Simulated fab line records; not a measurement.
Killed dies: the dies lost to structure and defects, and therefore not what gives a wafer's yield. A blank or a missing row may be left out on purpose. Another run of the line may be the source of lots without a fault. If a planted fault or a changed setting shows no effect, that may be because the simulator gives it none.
Which of the tools did it? / flow rit-cmos / 21 wafers from 7 lots sampled at 2 of the route's 202 steps

WHAT THE GAUGES READ, wafer by wafer
RIT_CONTACT_THK_MEAS_01.
lot=L542; measured=day 3 18:52; on=film-metro-04; CONTACT_TEOS_THK (nm)=402 400 407
lot=L544; measured=day 4 03:01; on=film-metro-03; CONTACT_TEOS_THK (nm)=399 407 400
lot=L546; measured=day 4 13:46; on=film-metro-02; CONTACT_TEOS_THK (nm)=403 405 404
lot=L552; measured=day 5 19:27; on=film-metro-02; CONTACT_TEOS_THK (nm)=398 395 306
lot=L555; measured=day 6 10:38; on=film-metro-02; CONTACT_TEOS_THK (nm)=294 394 397
lot=L559; measured=day 7 07:05; on=film-metro-03; CONTACT_TEOS_THK (nm)=394 393 398
lot=L562; measured=day 7 20:37; on=film-metro-02; CONTACT_TEOS_THK (nm)=397 390 396

EACH LOT AND THE TOOL THAT RAN IT (in order: tool; ch and the chambers of the sampled wafers; start)
lot=L542; RIT_CONTACT_CVD_00=pecvd-01 ch 1,2, day 3 18:48
lot=L544; RIT_CONTACT_CVD_00=pecvd-03 ch 0,2, day 4 02:58
lot=L546; RIT_CONTACT_CVD_00=pecvd-04 ch 0,2, day 4 13:43
lot=L552; RIT_CONTACT_CVD_00=pecvd-04 ch 0,1,2, day 5 19:23
lot=L555; RIT_CONTACT_CVD_00=pecvd-04 ch 1,2, day 6 10:34
lot=L559; RIT_CONTACT_CVD_00=pecvd-03 ch 0,1, day 7 07:01
lot=L562; RIT_CONTACT_CVD_00=pecvd-03 ch 0,1,2, day 7 20:34
- RIT_CONTACT_CVD_00: deposits SiO2 from TEOS, target thk 400 nm, time 61 s.

THE ANSWER, worked out from the rows above alone
Rule: usual is defined by the lots themselves. The widest of any qualifying gaps counts: lots, ordered by their means at a reading, are off when they make up no more than a third of the lots, leave a main group of 4 or more, and stand apart from it by 3 or more times the standard deviation of that group's means. A main group is skipped when, at the precision printed for the reading in the tables above, its means are all equal. Also off: a lot with no number at a reading for which 4 or more lots have one. The other lots that the step has rows for count as sound.
Off: L552, L555, at RIT_CONTACT_THK_MEAS_01 (CONTACT_TEOS_THK). The main group has a mean of 400 nm with a standard deviation of 4.1.
If a tool, at a process step before that reading, ran all the lots that are off and no sound lot after the first of them, it fits. The gauges at RIT_CONTACT_THK_MEAS_01 are tried like those tools. One candidate fits, namely pecvd-04 at RIT_CONTACT_CVD_00. Its last sound lot is L546 (day 4 13:43), its first lot that is off L552 (day 5 19:23): a fault that began between those two fits.

WHAT THE SIMULATOR HAD INSERTED
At RIT_CONTACT_CVD_00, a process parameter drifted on pecvd-04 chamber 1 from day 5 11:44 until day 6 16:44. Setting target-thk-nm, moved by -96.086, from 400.
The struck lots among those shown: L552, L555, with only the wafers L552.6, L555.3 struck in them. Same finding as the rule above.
